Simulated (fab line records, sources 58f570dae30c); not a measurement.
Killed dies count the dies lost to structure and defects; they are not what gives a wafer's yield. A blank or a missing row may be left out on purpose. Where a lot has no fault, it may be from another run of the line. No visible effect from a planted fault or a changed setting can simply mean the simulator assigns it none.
Which tool is to blame? :: flow berkeleyCmos170 :: 14 lots, 42 wafers sampled, at 6 steps of a route of 331

## WHAT EACH GAUGE READ, for each wafer
UCB170_PWELL_THK_MEAS_06. Usual: PWELL_NITRIDE_THK gives 220.3 nm (standard deviation 2).
lot: L220
measured: day 2 21:19
on: filmMetro-02
PWELL_NITRIDE_THK (nm): 219.7 219.2 220.7
flag: 

lot: L222
measured: day 3 06:34
on: filmMetro-04
PWELL_NITRIDE_THK (nm): 222.0 221.1 221.5
flag: 

lot: L223
measured: day 3 12:55
on: filmMetro-01
PWELL_NITRIDE_THK (nm): 223.8 222.8 225.5
flag: 

lot: L225
measured: day 3 23:41
on: filmMetro-01
PWELL_NITRIDE_THK (nm): 218.3 220.2 217.8
flag: 

lot: L227
measured: day 4 05:23
on: filmMetro-02
PWELL_NITRIDE_THK (nm): 219.6 221.1 220.9
flag: 

lot: L228
measured: day 4 21:36
on: filmMetro-01
PWELL_NITRIDE_THK (nm): 217.1 217.4 219.2
flag: 

lot: L229
measured: day 5 07:49
on: filmMetro-02
PWELL_NITRIDE_THK (nm): 224.1 221.9 222.8
flag: 

lot: L230
measured: day 5 07:52
on: filmMetro-01
PWELL_NITRIDE_THK (nm): 219.8 220.8 221.0
flag: 

lot: L232
measured: day 5 15:47
on: filmMetro-04
PWELL_NITRIDE_THK (nm): 222.8 222.1 223.3
flag: 

lot: L234
measured: day 6 03:07
on: filmMetro-04
PWELL_NITRIDE_THK (nm): 219.8 219.7 217.6
flag: 

lot: L238
measured: day 6 16:59
on: filmMetro-01
PWELL_NITRIDE_THK (nm): 222.0 221.8 222.3
flag: 

lot: L240
measured: day 7 00:14
on: filmMetro-02
PWELL_NITRIDE_THK (nm): 220.1 220.5 221.2
flag: 

lot: L241
measured: day 7 07:01
on: filmMetro-02
PWELL_NITRIDE_THK (nm): 219.8 218.6 217.8
flag: 

lot: L242
measured: day 7 13:38
on: filmMetro-04
PWELL_NITRIDE_THK (nm): 221.4 219.7 222.2
flag: 

UCB170_NSD_TW_MEAS_10. Usual: NSD_TW gives 4149 (standard deviation 27).
lot: L220
measured: day 6 15:37
on: filmMetro-03
NSD_TW: 4150 4125 4140
flag: 

lot: L222
measured: day 6 20:11
on: filmMetro-01
NSD_TW: 4172 4166 4178
flag: 

lot: L223
measured: day 7 03:35
on: filmMetro-01
NSD_TW: 4202 4177 4170
flag: 

lot: L225
measured: day 7 15:53
on: filmMetro-01
NSD_TW: 4174 4179 4176
flag: 

lot: L227
measured: day 7 22:47
on: filmMetro-01
NSD_TW: 4158 4173 4164
flag: 

lot: L228
measured: day 8 13:43
on: filmMetro-04
NSD_TW: 4115 4136 4122
flag: 

lot: L229
measured: day 9 02:32
on: filmMetro-04
NSD_TW: 4171 4156 4153
flag: 

lot: L230
measured: day 9 02:32
on: filmMetro-01
NSD_TW: 4179 4167 4171
flag: 

lot: L232
measured: day 9 11:22
on: filmMetro-04
NSD_TW: 4129 4145 4133
flag: 

lot: L234
measured: day 9 15:31
on: filmMetro-03
NSD_TW: 4108 4113 4092
flag: 

lot: L238
measured: day 10 02:37
on: filmMetro-03
NSD_TW: 4011 3977 4018
flag: OFF

lot: L240
measured: day 11 01:22
on: filmMetro-01
NSD_TW: 4059 4041 4073
flag: OFF

lot: L241
measured: day 11 03:17
on: filmMetro-04
NSD_TW: 4161 4161 4139
flag: 

lot: L242
measured: day 11 10:50
on: filmMetro-03
NSD_TW: 4128 4118 4132
flag: 

UCB170_SDANNEAL_RS_MEAS_03: measures by four-point-probe. Usual: NSD_RS gives 37.29 ohm/sq (standard deviation 0.1).
lot: L220
measured: day 6 17:11
on: filmMetro-04
NSD_RS (ohm/sq): 37.38 37.28 37.45
flag: 

lot: L222
measured: day 6 21:25
on: filmMetro-03
NSD_RS (ohm/sq): 37.25 37.23 37.24
flag: 

lot: L223
measured: day 7 05:20
on: filmMetro-04
NSD_RS (ohm/sq): 37.26 37.21 37.13
flag: 

lot: L225
measured: day 7 17:10
on: filmMetro-03
NSD_RS (ohm/sq): 37.25 37.25 37.19
flag: 

lot: L227
measured: day 8 00:23
on: filmMetro-04
NSD_RS (ohm/sq): 37.46 37.51 37.46
flag: 

lot: L228
measured: day 8 15:08
on: filmMetro-01
NSD_RS (ohm/sq): 37.21 37.25 37.28
flag: 

lot: L229
measured: day 9 05:46
on: filmMetro-03
NSD_RS (ohm/sq): 37.38 37.43 37.35
flag: 

lot: L230
measured: day 9 05:46
on: filmMetro-04
NSD_RS (ohm/sq): 37.41 37.41 37.38
flag: 

lot: L232
measured: day 9 13:34
on: filmMetro-03
NSD_RS (ohm/sq): 37.20 37.27 37.29
flag: 

lot: L234
measured: day 9 16:44
on: filmMetro-04
NSD_RS (ohm/sq): 37.36 37.37 37.44
flag: 

lot: L238
measured: day 10 03:53
on: filmMetro-03
NSD_RS (ohm/sq): 42.65 42.72 42.79
flag: OFF

lot: L240
measured: day 11 02:35
on: filmMetro-01
NSD_RS (ohm/sq): 42.79 42.74 42.62
flag: OFF

lot: L241
measured: day 11 04:39
on: filmMetro-03
NSD_RS (ohm/sq): 37.18 37.18 37.15
flag: 

lot: L242
measured: day 11 12:16
on: filmMetro-01
NSD_RS (ohm/sq): 37.21 37.27 37.23
flag: 

## WHAT TOOL EACH LOT RAN ON (gives the tool, then ch and the chambers of the sampled wafers, and finally the start)
lot: L220
UCB170_PFIELD_STRIP_08: plasmaAsher-01 ch 1, day 4 06:56
UCB170_NSD_IMPLANT_08: implanter-02 ch 0, day 6 15:22
UCB170_NSD_STRIP_09: plasmaAsher-04 ch 0,1, day 6 15:31

lot: L222
UCB170_PFIELD_STRIP_08: plasmaAsher-03 ch 0,1, day 4 15:23
UCB170_NSD_IMPLANT_08: implanter-02 ch 0, day 6 19:56
UCB170_NSD_STRIP_09: plasmaAsher-03 ch 0,1, day 6 20:05

lot: L223
UCB170_PFIELD_STRIP_08: plasmaAsher-02 ch 0,1, day 4 22:26
UCB170_NSD_IMPLANT_08: implanter-04 ch 0, day 7 03:20
UCB170_NSD_STRIP_09: plasmaAsher-01 ch 0,1, day 7 03:29

lot: L225
UCB170_PFIELD_STRIP_08: plasmaAsher-01 ch 0,1, day 5 07:59
UCB170_NSD_IMPLANT_08: implanter-02 ch 0, day 7 15:40
UCB170_NSD_STRIP_09: plasmaAsher-01 ch 0,1, day 7 15:47

lot: L227
UCB170_PFIELD_STRIP_08: plasmaAsher-03 ch 0,1, day 5 15:56
UCB170_NSD_IMPLANT_08: implanter-04 ch 0, day 7 22:32
UCB170_NSD_STRIP_09: plasmaAsher-03 ch 0,1, day 7 22:40

lot: L228
UCB170_PFIELD_STRIP_08: plasmaAsher-01 ch 0,1, day 6 02:34
UCB170_NSD_IMPLANT_08: implanter-01 ch 0, day 8 13:28
UCB170_NSD_STRIP_09: plasmaAsher-03 ch 0,1, day 8 13:36

lot: L229
UCB170_PFIELD_STRIP_08: plasmaAsher-01 ch 0,1, day 6 16:23
UCB170_NSD_IMPLANT_08: implanter-04 ch 0, day 9 02:17
UCB170_NSD_STRIP_09: plasmaAsher-03 ch 1, day 9 02:25

lot: L230
UCB170_PFIELD_STRIP_08: plasmaAsher-01 ch 0,1, day 6 16:13
UCB170_NSD_IMPLANT_08: implanter-01 ch 0, day 9 02:17
UCB170_NSD_STRIP_09: plasmaAsher-01 ch 0,1, day 9 02:25

lot: L232
UCB170_PFIELD_STRIP_08: plasmaAsher-03 ch 0,1, day 7 01:33
UCB170_NSD_IMPLANT_08: implanter-04 ch 0, day 9 11:08
UCB170_NSD_STRIP_09: plasmaAsher-03 ch 0,1, day 9 11:16

lot: L234
UCB170_PFIELD_STRIP_08: plasmaAsher-01 ch 0,1, day 7 10:19
UCB170_NSD_IMPLANT_08: implanter-01 ch 0, day 9 15:16
UCB170_NSD_STRIP_09: plasmaAsher-01 ch 0,1, day 9 15:25

lot: L238
UCB170_PFIELD_STRIP_08: plasmaAsher-01 ch 0,1, day 7 19:19
UCB170_NSD_IMPLANT_08: implanter-04 ch 0, day 10 02:23
UCB170_NSD_STRIP_09: plasmaAsher-04 ch 0,1, day 10 02:31

lot: L240
UCB170_PFIELD_STRIP_08: plasmaAsher-01 ch 0,1, day 8 11:15
UCB170_NSD_IMPLANT_08: implanter-04 ch 0, day 11 01:08
UCB170_NSD_STRIP_09: plasmaAsher-01 ch 0,1, day 11 01:16

lot: L241
UCB170_PFIELD_STRIP_08: plasmaAsher-03 ch 0,1, day 8 16:29
UCB170_NSD_IMPLANT_08: implanter-02 ch 0, day 11 03:02
UCB170_NSD_STRIP_09: plasmaAsher-01 ch 0,1, day 11 03:11

lot: L242
UCB170_PFIELD_STRIP_08: plasmaAsher-01 ch 0,1, day 9 00:47
UCB170_NSD_IMPLANT_08: implanter-01 ch 0, day 11 10:37
UCB170_NSD_STRIP_09: plasmaAsher-01 ch 0, day 11 10:44
- UCB170_PFIELD_STRIP_08: strips in O2.
- UCB170_NSD_IMPLANT_08
- UCB170_NSD_STRIP_09: strips in O2.

## WHAT THE TOOLS THEMSELVES READ (means of the sampled wafers that have a number; where no wafer has one, the mark that the record gives instead)
UCB170_PFIELD_STRIP_08. Usual: drypumpMotorCurrentA 5.52 A, standard deviation 0.3; oesProductAu 0.734 a.u., standard deviation 0.0042; stripTimeToEndpointS 21.66 s, standard deviation 0.06.
lot: L220
tool: plasmaAsher-01
drypumpMotorCurrentA (A): 5.24
oesProductAu (a.u.): 0.739
stripTimeToEndpointS (s): 21.59
flag: 

lot: L222
tool: plasmaAsher-03
drypumpMotorCurrentA (A): 5.38
oesProductAu (a.u.): 0.737
stripTimeToEndpointS (s): 21.63
flag: 

lot: L223
tool: plasmaAsher-02
drypumpMotorCurrentA (A): 5.98
oesProductAu (a.u.): 0.729
stripTimeToEndpointS (s): 21.71
flag: 

lot: L225
tool: plasmaAsher-01
drypumpMotorCurrentA (A): 5.55
oesProductAu (a.u.): 0.735
stripTimeToEndpointS (s): 21.73
flag: 

lot: L227
tool: plasmaAsher-03
drypumpMotorCurrentA (A): 5.33
oesProductAu (a.u.): 0.733
stripTimeToEndpointS (s): 21.62
flag: 

lot: L228
tool: plasmaAsher-01
drypumpMotorCurrentA (A): 5.54
oesProductAu (a.u.): 0.730
stripTimeToEndpointS (s): 21.66
flag: 

lot: L229
tool: plasmaAsher-01
drypumpMotorCurrentA (A): 5.56
oesProductAu (a.u.): 0.735
stripTimeToEndpointS (s): 21.61
flag: 

lot: L230
tool: plasmaAsher-01
drypumpMotorCurrentA (A): 5.39
oesProductAu (a.u.): 0.733
stripTimeToEndpointS (s): 21.67
flag: 

lot: L232
tool: plasmaAsher-03
drypumpMotorCurrentA (A): 5.41
oesProductAu (a.u.): 0.734
stripTimeToEndpointS (s): 21.65
flag: 

lot: L234
tool: plasmaAsher-01
drypumpMotorCurrentA (A): 5.55
oesProductAu (a.u.): 0.739
stripTimeToEndpointS (s): 21.73
flag: 

lot: L238
tool: plasmaAsher-01
drypumpMotorCurrentA (A): 5.39
oesProductAu (a.u.): 0.737
stripTimeToEndpointS (s): 21.60
flag: 

lot: L240
tool: plasmaAsher-01
drypumpMotorCurrentA (A): 5.56
oesProductAu (a.u.): 0.736
stripTimeToEndpointS (s): 21.60
flag: 

lot: L241
tool: plasmaAsher-03
drypumpMotorCurrentA (A): 5.31
oesProductAu (a.u.): 0.733
stripTimeToEndpointS (s): 21.63
flag: 

lot: L242
tool: plasmaAsher-01
drypumpMotorCurrentA (A): 5.54
oesProductAu (a.u.): 0.732
stripTimeToEndpointS (s): 21.58
flag: 

UCB170_NSD_IMPLANT_08. Usual: beamOnS 9.99 s, standard deviation 0.2; faradayCurrentUA 9269, standard deviation 180.
lot: L220
tool: implanter-02
beamOnS (s): 9.96
faradayCurrentUA: 9285
flag: 

lot: L222
tool: implanter-02
beamOnS (s): 10.16
faradayCurrentUA: 9107
flag: 

lot: L223
tool: implanter-04
beamOnS (s): 10.03
faradayCurrentUA: 9208
flag: 

lot: L225
tool: implanter-02
beamOnS (s): 10.01
faradayCurrentUA: 9293
flag: 

lot: L227
tool: implanter-04
beamOnS (s): 10.12
faradayCurrentUA: 9140
flag: 

lot: L228
tool: implanter-01
beamOnS (s): 9.90
faradayCurrentUA: 9352
flag: 

lot: L229
tool: implanter-04
beamOnS (s): 9.93
faradayCurrentUA: 9332
flag: 

lot: L230
tool: implanter-01
beamOnS (s): 9.96
faradayCurrentUA: 9295
flag: 

lot: L232
tool: implanter-04
beamOnS (s): 9.97
faradayCurrentUA: 9286
flag: 

lot: L234
tool: implanter-01
beamOnS (s): 9.88
faradayCurrentUA: 9388
flag: 

lot: L238
tool: implanter-04
beamOnS (s): 7.61
faradayCurrentUA: 12141
flag: OFF

lot: L240
tool: implanter-04
beamOnS (s): 7.67
faradayCurrentUA: 12051
flag: OFF

lot: L241
tool: implanter-02
beamOnS (s): 9.77
faradayCurrentUA: 9473
flag: 

lot: L242
tool: implanter-01
beamOnS (s): 10.08
faradayCurrentUA: 9193
flag: 

UCB170_NSD_STRIP_09. Usual: drypumpMotorCurrentA 5.55 A, standard deviation 0.3; oesProductAu 0.534 a.u., standard deviation 0.0047; stripTimeToEndpointS 35.83 s, standard deviation 0.071.
lot: L220
tool: plasmaAsher-04
drypumpMotorCurrentA (A): 5.86
oesProductAu (a.u.): 0.535
stripTimeToEndpointS (s): 35.80
flag: 

lot: L222
tool: plasmaAsher-03
drypumpMotorCurrentA (A): 5.40
oesProductAu (a.u.): 0.536
stripTimeToEndpointS (s): 35.89
flag: 

lot: L223
tool: plasmaAsher-01
drypumpMotorCurrentA (A): 5.55
oesProductAu (a.u.): 0.535
stripTimeToEndpointS (s): 35.82
flag: 

lot: L225
tool: plasmaAsher-01
drypumpMotorCurrentA (A): 5.39
oesProductAu (a.u.): 0.534
stripTimeToEndpointS (s): 35.90
flag: 

lot: L227
tool: plasmaAsher-03
drypumpMotorCurrentA (A): 5.30
oesProductAu (a.u.): 0.537
stripTimeToEndpointS (s): 35.78
flag: 

lot: L228
tool: plasmaAsher-03
drypumpMotorCurrentA (A): 5.32
oesProductAu (a.u.): 0.534
stripTimeToEndpointS (s): 35.79
flag: 

lot: L229
tool: plasmaAsher-03
drypumpMotorCurrentA (A): 5.50
oesProductAu (a.u.): 0.535
stripTimeToEndpointS (s): 35.84
flag: 

lot: L230
tool: plasmaAsher-01
drypumpMotorCurrentA (A): 5.58
oesProductAu (a.u.): 0.540
stripTimeToEndpointS (s): 35.88
flag: 

lot: L232
tool: plasmaAsher-03
drypumpMotorCurrentA (A): 5.32
oesProductAu (a.u.): 0.531
stripTimeToEndpointS (s): 35.80
flag: 

lot: L234
tool: plasmaAsher-01
drypumpMotorCurrentA (A): 5.39
oesProductAu (a.u.): 0.535
stripTimeToEndpointS (s): 35.89
flag: 

lot: L238
tool: plasmaAsher-04
drypumpMotorCurrentA (A): 5.87
oesProductAu (a.u.): 0.562
stripTimeToEndpointS (s): 33.33
flag: OFF

lot: L240
tool: plasmaAsher-01
drypumpMotorCurrentA (A): 5.41
oesProductAu (a.u.): 0.557
stripTimeToEndpointS (s): 33.30
flag: OFF

lot: L241
tool: plasmaAsher-01
drypumpMotorCurrentA (A): 5.55
oesProductAu (a.u.): 0.530
stripTimeToEndpointS (s): 35.85
flag: 

lot: L242
tool: plasmaAsher-01
drypumpMotorCurrentA (A): 5.70
oesProductAu (a.u.): 0.536
stripTimeToEndpointS (s): 35.81
flag: 

## THE ANSWER, worked out from the rows above alone
Rule: take the mean of a lot's wafers that have a number; if it is more than 3 standard deviations from the usual mean, the lot is off. A lot without any number at a reading at which 4 lots or more have one is off too. Where the step has rows for the other lots, those lots are counted as sound. Order of review: gauges by route order, followed by the tools' own readings, for which a lot's mean as printed above is used. The first step at which some lot is off is used, and at that step the reading that is off furthest; a lot without a number counts as furthest.
Off: L238, L240, seen at UCB170_NSD_TW_MEAS_10 (NSD_TW).
If a tool, at a process step before that reading, ran all the lots that are off and no sound lot after the first of them, it fits. Not tried: the gauges at UCB170_NSD_TW_MEAS_10; whatever is off there is also off at UCB170_NSD_IMPLANT_08, on other tools, and gauge error can't account for it. One fits: UCB170_NSD_IMPLANT_08 on implanter-04. Its last sound lot is L232 (day 9 11:08), its first lot that is off L238 (day 10 02:23): a fault that began between those two fits.
The tool's own readings at UCB170_NSD_IMPLANT_08 bear it out: on the lots that are off they differ by more than 5 times the standard deviation of the sound lots' means. beamOnS reads 7.64 s there against 9.98 s on the sound lots; faradayCurrentUA reads 12096 there against 9279 on the sound lots.

## WHAT WAS PUT IN BY THE SIMULATOR
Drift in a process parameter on implanter-04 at UCB170_NSD_IMPLANT_08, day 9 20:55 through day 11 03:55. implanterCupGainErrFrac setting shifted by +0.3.
Struck lots among those shown: L238, L240. Same finding as the rule above.
